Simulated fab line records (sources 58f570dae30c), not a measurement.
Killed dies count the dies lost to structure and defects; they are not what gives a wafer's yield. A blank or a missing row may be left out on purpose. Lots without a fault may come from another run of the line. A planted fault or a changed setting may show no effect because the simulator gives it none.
2 desks looking at one fault ; flow berkeley cmos170 ; every desk sees just its own numbers, and what lay behind them comes last

== FOR THE TOOL OWNER'S DESK: implanter-04 ==
UCB170_NLDD_IMPLANT_08, tool's own readings: per-lot mean of the sampled wafers with a number, covering each lot this tool ran. If a lot's mean is further than 4 standard deviations from the usual mean, the lot is out of limits and carries the mark OUT (the distance appears in the brackets).
Columns: A = dose ions cm2 at UCB170_NLDD_IMPLANT_08, usual 5.001e+13; B = faraday current uA at UCB170_NLDD_IMPLANT_08, usual 159
lot;first seen here;A;B
L842;day 7 21:20;4.995e+13;160
L845;day 8 08:32;5.002e+13;159
L843;day 8 15:08;4.997e+13;156
L849;day 9 03:54;5.001e+13;161
L857;day 11 02:03;3.898e+13 (-99 or more) OUT;124 (-11) OUT
L862;day 11 16:07;3.901e+13 (-99 or more) OUT;123 (-11) OUT
This desk's verdict: out of limits on L857, L862, starting with L857 at day 11 02:03 (dose ions cm2 at UCB170_NLDD_IMPLANT_08). L842, L845, L843, L849 stayed within limits.

== METROLOGY DESK ==
What the gauges read, lot by lot, whatever tool the lot ran on: means of the sampled wafers that have a number. If a lot's mean is further than 4 standard deviations from the usual mean, the lot is out of limits and carries the mark OUT (the distance appears in the brackets).
Columns: A = PWELL_OVL at UCB170_PWELL_OVL_MEAS_13, usual 2 nm; B = cd nm at UCB170_ACTIVE_CD_MEAS_13, usual 1199.8 nm; C = NLDD_TW at UCB170_NLDD_TW_MEAS_11, usual 2211; D = NLDD_RS at UCB170_SDANNEAL_RS_MEAS_05, usual 616.2 ohm/sq
lot;first seen here;A;B;C;D
L839;day 3 13:58;12;1199.2;2183;616.9
L840;day 3 21:17;-4;1199.7;2248;615.4
L842;day 3 23:52;5;1200.5;2184;617.8
L843;day 4 14:43;-3;1200.4;2183;616.2
L845;day 4 17:59;-5;1199.9;2222;615.2
L847;day 5 01:46;-1;1200.5;2226;617.4
L848;day 5 02:02;-3;1199.0;2222;616.9
L849;day 5 02:44;-3;1200.0;2205;616.9
L851;day 6 02:28;2;1200.0;2224;613.4
L853;day 6 08:08;7;1199.6;2199;616.9
L856;day 6 23:40;0;1199.6;2244;618.4
L857;day 6 23:58;6;1197.4;2121 (-4.3) OUT;666.2 (+38) OUT
L855;day 7 00:08;2;1200.7;2215;616.9
L862;day 8 00:11;4;1200.1;2154;666.0 (+38) OUT
This desk's finding: out of limits on L857, L862; first on L857, day 11 02:43 (NLDD_TW at UCB170_NLDD_TW_MEAS_11). L839, L840, L842, L843, L845, L847, L848, L849, L851, L853, L856, L855 stayed within limits.

== PUT TOGETHER ==
On L857, L862, at day 11 02:03, an alarm was possible from the tool owner's desk.
L857, L862 would have let the metrology desk raise an alarm at day 11 02:43.
Every lot named ran UCB170_NLDD_IMPLANT_08 on implanter-04.

== WHAT HAD BEEN PUT IN BY THE SIMULATOR ==
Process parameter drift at UCB170_NLDD_IMPLANT_08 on implanter-04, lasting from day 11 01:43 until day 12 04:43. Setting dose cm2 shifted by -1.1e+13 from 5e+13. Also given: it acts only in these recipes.
Shown lots that were struck: L857, L862.
Fault start to first reading out of limits, in hours, per desk: tool owner, 0; metrology, 1.
